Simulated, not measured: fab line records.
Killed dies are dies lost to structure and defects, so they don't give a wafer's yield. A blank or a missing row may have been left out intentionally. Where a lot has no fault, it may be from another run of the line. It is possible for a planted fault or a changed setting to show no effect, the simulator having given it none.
Which of the tools did it? + flow berkeleyCmos170 + Sampling: 15 lots, 45 wafers, 6 of 331 route steps

== WHAT THE GAUGES SHOWED, per wafer ==
UCB170_NLDD_TW_MEAS_11. Usual: for NLDD_TW the level is 2215 and the standard deviation is 22.
| lot  | measured     | on           | NLDD_TW        | flag |
|------|--------------|--------------|----------------|------|
| L322 | day 6 11:10  | filmMetro-04 | 2197 2202 2206 |      |
| L323 | day 6 11:24  | filmMetro-01 | 2197 2217 2194 |      |
| L324 | day 7 01:50  | filmMetro-02 | 2247 2256 2254 |      |
| L325 | day 7 06:43  | filmMetro-02 | 2264 2259 2266 |      |
| L327 | day 7 11:59  | filmMetro-02 | 2252 2269 2251 |      |
| L328 | day 7 20:34  | filmMetro-01 | 2212 2199 2189 |      |
| L330 | day 8 02:28  | filmMetro-02 | 2242 2243 2243 |      |
| L337 | day 9 07:13  | filmMetro-04 | 2201 2188 2201 |      |
| L339 | day 10 00:13 | filmMetro-01 | 2211 2199 2200 |      |
| L338 | day 10 00:14 | filmMetro-02 | 2231 2233 2238 |      |
| L340 | day 10 00:22 | filmMetro-01 | 2204 2212 2193 |      |
| L341 | day 10 04:13 | filmMetro-02 | 2232 2211 2229 |      |
| L343 | day 10 19:30 | filmMetro-01 | 2205 2202 2196 |      |
| L344 | day 10 19:47 | filmMetro-02 | 2245 2238 2238 |      |
| L345 | day 11 00:19 | filmMetro-02 | 2254 2239 2248 |      |

UCB170_M1_OVL_MEAS_10. Usual: for M1_OVL the level is 4 nm and the standard deviation is 4.6.
| lot  | measured     | on         | M1_OVL (nm) | flag |
|------|--------------|------------|-------------|------|
| L322 | day 7 09:26  | overlay-01 | 6 5 0       |      |
| L323 | day 7 09:07  | overlay-02 | 1 1 0       |      |
| L324 | day 7 17:08  | overlay-01 | 0 6 1       |      |
| L325 | day 7 21:49  | overlay-01 | 8 10 4      |      |
| L327 | day 8 04:07  | overlay-01 | 8 4 2       |      |
| L328 | day 8 15:29  | overlay-02 | 14 5 4      |      |
| L330 | day 9 00:35  | overlay-01 | 6 5 5       |      |
| L337 | day 10 01:18 | overlay-02 | 7 9 12      |      |
| L339 | day 10 20:02 | overlay-02 | 4 -4 -1     |      |
| L338 | day 10 19:39 | overlay-01 | 6 2 2       |      |
| L340 | day 10 20:43 | overlay-01 | 10 8 12     |      |
| L341 | day 10 22:36 | overlay-02 | 5 6 -3      |      |
| L343 | day 11 15:01 | overlay-02 | -1 4 2      |      |
| L344 | day 11 14:44 | overlay-02 | 10 8 4      |      |
| L345 | day 11 18:04 | overlay-01 | 9 12 6      |      |

UCB170_M2_RS_MEAS_02: a four-point-probe measurement. Usual: for M2_AL_RS the level is 0.0325 ohm/sq and the standard deviation is 0.00035.
| lot  | measured     | on           | M2_AL_RS (ohm/sq)    | flag |
|------|--------------|--------------|----------------------|------|
| L322 | day 7 16:50  | filmMetro-04 | 0.0324 0.0325 0.0332 |      |
| L323 | day 7 16:32  | filmMetro-04 | 0.0322 0.0321 0.0323 |      |
| L324 | day 8 00:43  | filmMetro-03 | 0.0328 0.0329 0.0325 |      |
| L325 | day 8 06:20  | filmMetro-03 | 0.0321 0.0323 0.0327 |      |
| L327 | day 8 12:35  | filmMetro-04 | 0.0162 0.0161 0.0160 | OFF  |
| L328 | day 9 01:18  | filmMetro-04 | 0.0160 0.0161 0.0159 | OFF  |
| L330 | day 9 08:46  | filmMetro-04 | 0.0324 0.0327 0.0324 |      |
| L337 | day 10 06:58 | filmMetro-03 | 0.0327 0.0318 0.0326 |      |
| L339 | day 11 04:53 | filmMetro-03 | 0.0330 0.0328 0.0328 |      |
| L338 | day 11 04:59 | filmMetro-04 | 0.0162 0.0162 0.0161 | OFF  |
| L340 | day 11 05:05 | filmMetro-04 | 0.0326 0.0328 0.0327 |      |
| L341 | day 11 06:19 | filmMetro-02 | 0.0323 0.0320 0.0320 |      |
| L343 | day 11 22:05 | filmMetro-04 | 0.0324 0.0325 0.0326 |      |
| L344 | day 11 21:45 | filmMetro-02 | 0.0325 0.0329 0.0330 |      |
| L345 | day 12 02:23 | filmMetro-03 | 0.0331 0.0327 0.0330 |      |

UCB170_M2_THK_MEAS_03: measures by xrf. Usual: for M2_AL_THK the level is 901 nm and the standard deviation is 10.
| lot  | measured     | on           | M2_AL_THK (nm) | flag |
|------|--------------|--------------|----------------|------|
| L322 | day 7 16:57  | filmMetro-04 | 908 907 885    |      |
| L323 | day 7 16:40  | filmMetro-04 | 918 920 915    |      |
| L324 | day 8 00:50  | filmMetro-03 | 893 890 897    |      |
| L325 | day 8 06:26  | filmMetro-03 | 913 901 890    |      |
| L327 | day 8 12:41  | filmMetro-04 | 1823 1836 1839 | OFF  |
| L328 | day 9 01:24  | filmMetro-04 | 1808 1803 1829 | OFF  |
| L330 | day 9 08:52  | filmMetro-04 | 907 892 901    |      |
| L337 | day 10 07:05 | filmMetro-03 | 887 919 894    |      |
| L339 | day 11 05:00 | filmMetro-03 | 887 893 895    |      |
| L338 | day 11 05:10 | filmMetro-04 | 1801 1794 1817 | OFF  |
| L340 | day 11 05:11 | filmMetro-04 | 897 896 901    |      |
| L341 | day 11 06:25 | filmMetro-02 | 895 910 913    |      |
| L343 | day 11 22:11 | filmMetro-04 | 904 904 904    |      |
| L344 | day 11 21:52 | filmMetro-02 | 896 880 882    |      |
| L345 | day 12 02:30 | filmMetro-03 | 883 892 883    |      |

== WHAT TOOL EACH LOT RAN ON (gives the tool, then ch and the chambers of the sampled wafers, and finally the start) ==
| lot  | UCB170_SPACER_ETCHBACK_03         | UCB170_M2_SPUTTER_01        |
|------|-----------------------------------|-----------------------------|
| L322 | rieDiel-03 ch 1,2, day 6 15:53    | pvdSputter-03, day 7 16:44  |
| L323 | rieDiel-01 ch 0,1,3, day 6 15:53  | pvdSputter-02, day 7 16:28  |
| L324 | rieDiel-04 ch 0,1,2, day 7 05:32  | pvdSputter-03, day 8 00:37  |
| L325 | rieDiel-01 ch 0,1,3, day 7 09:32  | pvdSputter-03, day 8 06:14  |
| L327 | rieDiel-01 ch 1,3, day 7 16:12    | pvdSputter-03, day 8 12:13  |
| L328 | rieDiel-01 ch 2,3, day 8 01:50    | pvdSputter-03, day 9 00:56  |
| L330 | rieDiel-04 ch 0,1, day 8 07:36    | pvdSputter-03, day 9 08:40  |
| L337 | rieDiel-01 ch 0,2, day 9 11:28    | pvdSputter-04, day 10 06:53 |
| L339 | rieDiel-03 ch 1,2, day 10 07:06   | pvdSputter-03, day 11 04:48 |
| L338 | rieDiel-01 ch 1,2,3, day 10 07:06 | pvdSputter-03, day 11 04:37 |
| L340 | rieDiel-04 ch 0,2,3, day 10 07:06 | pvdSputter-03, day 11 04:57 |
| L341 | rieDiel-01 ch 1,2,3, day 10 07:10 | pvdSputter-04, day 11 06:11 |
| L343 | rieDiel-03 ch 0,1,2, day 10 23:14 | pvdSputter-03, day 11 21:58 |
| L344 | rieDiel-04 ch 0,2, day 10 23:14   | pvdSputter-04, day 11 21:40 |
| L345 | rieDiel-01 ch 0,2, day 11 05:22   | pvdSputter-03, day 12 02:17 |
- UCB170_SPACER_ETCHBACK_03: etches SiO2 in CHF3/CF4/Ar, stops on Si, target depth 376 nm, time 100 s.
- UCB170_M2_SPUTTER_01: material Al, target thk 900 nm, time 120 s.

== AS READ BY THE TOOLS THEMSELVES (means over the sampled wafers that have a number; for cases with no such wafer, the mark the record gives instead) ==
UCB170_SPACER_ETCHBACK_03. Usual: cf4FlowSccm 10.003 sccm, standard deviation 0.026; chamberPressureMTorr 199.99 mTorr, standard deviation 0.17; drypumpMotorCurrentA 5.7 A, standard deviation 0.57; mfcArSccm 120.0 sccm, standard deviation 0.35; oesProductAu 0.897 a.u., standard deviation 0.018; throttleValvePct 6.47 %, standard deviation 0.15.
| lot  | tool       | cf4FlowSccm (sccm) | chamberPressureMTorr (mTorr) | drypumpMotorCurrentA (A) | mfcArSccm (sccm) | oesProductAu (a.u.) | throttleValvePct (%) | flag |
|------|------------|--------------------|------------------------------|--------------------------|------------------|---------------------|----------------------|------|
| L322 | rieDiel-03 | 10.015             | 200.10                       | 5.5                      | 120.1            | 0.881               | 6.66                 |      |
| L323 | rieDiel-01 | 10.025             | 199.87                       | 6.1                      | 119.7            | 0.898               | 6.38                 |      |
| L324 | rieDiel-04 | 9.961              | 199.98                       | 6.0                      | 119.8            | 0.910               | 6.44                 |      |
| L325 | rieDiel-01 | 10.006             | 200.06                       | 6.0                      | 120.0            | 0.911               | 6.39                 |      |
| L327 | rieDiel-01 | 10.025             | 200.08                       | 6.1                      | 119.9            | 0.914               | 6.32                 |      |
| L328 | rieDiel-01 | 9.998              | 199.97                       | 6.0                      | 119.9            | 0.895               | 6.38                 |      |
| L330 | rieDiel-04 | 9.990              | 200.08                       | 6.3                      | 120.0            | 0.897               | 6.51                 |      |
| L337 | rieDiel-01 | 10.036             | 199.99                       | 5.3                      | 120.1            | 0.894               | 6.44                 |      |
| L339 | rieDiel-03 | 10.029             | 199.76                       | 5.8                      | 120.2            | 0.879               | 6.60                 |      |
| L338 | rieDiel-01 | 10.004             | 199.96                       | 5.6                      | 120.1            | 0.888               | 6.32                 |      |
| L340 | rieDiel-04 | 9.998              | 199.95                       | 6.1                      | 119.9            | 0.892               | 6.42                 |      |
| L341 | rieDiel-01 | 9.988              | 200.09                       | 5.6                      | 120.1            | 0.894               | 6.32                 |      |
| L343 | rieDiel-03 | 10.005             | 199.87                       | 5.5                      | 119.8            | 0.888               | 6.66                 |      |
| L344 | rieDiel-04 | 9.985              | 199.98                       | 6.2                      | 120.1            | 0.886               | 6.44                 |      |
| L345 | rieDiel-01 | 9.979              | 200.04                       | 5.3                      | 120.1            | 0.886               | 6.44                 |      |

UCB170_M2_SPUTTER_01. Usual: cathodeDcPowerW 6000.1 W, standard deviation 1.1; throttleValvePct 29.6 %, standard deviation 1.2.
| lot  | tool          | cathodeDcPowerW (W) | throttleValvePct (%) | flag |
|------|---------------|---------------------|----------------------|------|
| L322 | pvdSputter-03 | 6000.1              | 29.2                 |      |
| L323 | pvdSputter-02 | 5999.4              | 30.6                 |      |
| L324 | pvdSputter-03 | 6000.2              | 29.4                 |      |
| L325 | pvdSputter-03 | 5999.2              | 29.1                 |      |
| L327 | pvdSputter-03 | 5999.4              | 28.7                 |      |
| L328 | pvdSputter-03 | 6000.2              | 29.2                 |      |
| L330 | pvdSputter-03 | 6000.9              | 28.8                 |      |
| L337 | pvdSputter-04 | 5999.5              | 31.2                 |      |
| L339 | pvdSputter-03 | 6000.4              | 28.6                 |      |
| L338 | pvdSputter-03 | 6000.3              | 28.6                 |      |
| L340 | pvdSputter-03 | 6000.0              | 28.8                 |      |
| L341 | pvdSputter-04 | 6000.4              | 31.2                 |      |
| L343 | pvdSputter-03 | 6000.0              | 29.0                 |      |
| L344 | pvdSputter-04 | 5999.4              | 31.4                 |      |
| L345 | pvdSputter-03 | 6000.6              | 28.6                 |      |

== THE ANSWER, worked out from the rows above alone ==
Rule: lot off if the mean of its wafers having a number is beyond 3 standard deviations from the usual mean. A lot without any number at a reading at which 4 lots or more have one is off too. Any other lot the step has rows for is counted as sound. The gauges are gone through in route order, then the tools' own readings, and for those a lot's mean is taken as printed above. At the first step where some lot is off, the reading lying furthest off is the one used; lots without a number count as furthest.
Off: L327, L328, L338, seen at UCB170_M2_RS_MEAS_02 (M2_AL_RS).
If a tool, at a process step before that reading, ran all the lots that are off and no sound lot after the first of them, it fits. Those tools and the gauges at UCB170_M2_RS_MEAS_02 are tried in the same way. Of those tried, none fits.

== WHAT WAS PUT IN BY THE SIMULATOR ==
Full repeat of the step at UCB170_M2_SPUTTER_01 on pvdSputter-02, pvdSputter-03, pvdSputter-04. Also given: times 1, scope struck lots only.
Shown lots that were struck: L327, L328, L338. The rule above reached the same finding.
